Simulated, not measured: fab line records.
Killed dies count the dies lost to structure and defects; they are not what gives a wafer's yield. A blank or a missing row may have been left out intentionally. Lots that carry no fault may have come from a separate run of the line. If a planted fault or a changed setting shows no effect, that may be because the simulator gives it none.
Which tool was responsible? | flow berkeley cmos170 | 21 wafers from 7 lots sampled at 3 of the route's 331 steps

WHAT EACH GAUGE READ, for each wafer
UCB170_GATE_THK_MEAS_05.
lot  | measured     | on            | GATE_POLY_THK (nm)
L583 | day 6 19:42  | film metro-04 | 214.7 214.0 212.2
L587 | day 7 19:35  | film metro-04 | 214.0 214.4 213.3
L588 | day 7 19:32  | film metro-04 | 213.7 214.7 215.4
L591 | day 8 13:45  | film metro-04 | 214.5 213.5 215.8
L593 | day 9 14:27  | film metro-04 | 216.0 218.0 215.9
L594 | day 9 14:27  | film metro-01 | 212.0 208.8 210.0
L596 | day 10 02:59 | film metro-02 | 231.6 232.0 232.4 232.0 231.6 232.5

EACH LOT AND THE TOOL THAT RAN IT (in order: tool; ch and the chambers of the sampled wafers; start)
lot  | UCB170_ACTIVE_ETCH_15             | UCB170_GATE_CVD_04
L583 | rie diel-03 ch 0,1,2, day 4 20:10 | lpcvd-01 ch 1, day 6 18:13
L587 | rie diel-03 ch 1,2, day 5 12:43   | lpcvd-02 ch 0, day 7 18:08
L588 | rie diel-03 ch 1,2, day 5 16:17   | lpcvd-02 ch 0, day 7 18:08
L591 | rie diel-02 ch 0,1,2, day 6 01:07 | lpcvd-01 ch 0, day 8 12:21
L593 | rie diel-02 ch 0,2, day 7 05:20   | lpcvd-01 ch 0, day 9 13:02
L594 | rie diel-04 ch 0,2, day 7 05:52   | lpcvd-01 ch 0, day 9 13:02
L596 | rie diel-04 ch 2,3, day 7 13:17   | lpcvd-01 ch 0, day 10 01:33
- UCB170_ACTIVE_ETCH_15: etches Si3N4 in CH3F/Ar/O2, stops on SiO2, target depth 242 nm, time 151 s.
- UCB170_GATE_CVD_04: deposits poly-Si from SiH4, time 1440 s, target thk 214 nm.

THE ANSWER, worked out from the rows above alone
Rule: usual is defined by the lots themselves. Put in order of their means at a reading, lots are off if they are a third of the lots or fewer, leave a main group of 4 or more, and stand apart from it by a gap of 3 or more times the standard deviation of the main group's means; of several such gaps the widest counts. If all means in a main group match to the digits the tables above print for the reading, that group is not used. Also off: a lot with no number at a reading for which 4 or more lots have one. Any other lot the step has rows for is counted as sound.
Off: L596, seen at UCB170_GATE_THK_MEAS_05 (GATE_POLY_THK). The main group: mean 213.9 nm, standard deviation 1.9.
A tool fits if, at a process step before that reading, it ran every lot that is off, and no sound lot after the first of them. Those tools and the gauges at UCB170_GATE_THK_MEAS_05 are tried in the same way. Can't be told from this: 3 tools fit, rie diel-04 at UCB170_ACTIVE_ETCH_15, lpcvd-01 at UCB170_GATE_CVD_04, film metro-02 at UCB170_GATE_THK_MEAS_05.

WHAT THE SIMULATOR PUT IN
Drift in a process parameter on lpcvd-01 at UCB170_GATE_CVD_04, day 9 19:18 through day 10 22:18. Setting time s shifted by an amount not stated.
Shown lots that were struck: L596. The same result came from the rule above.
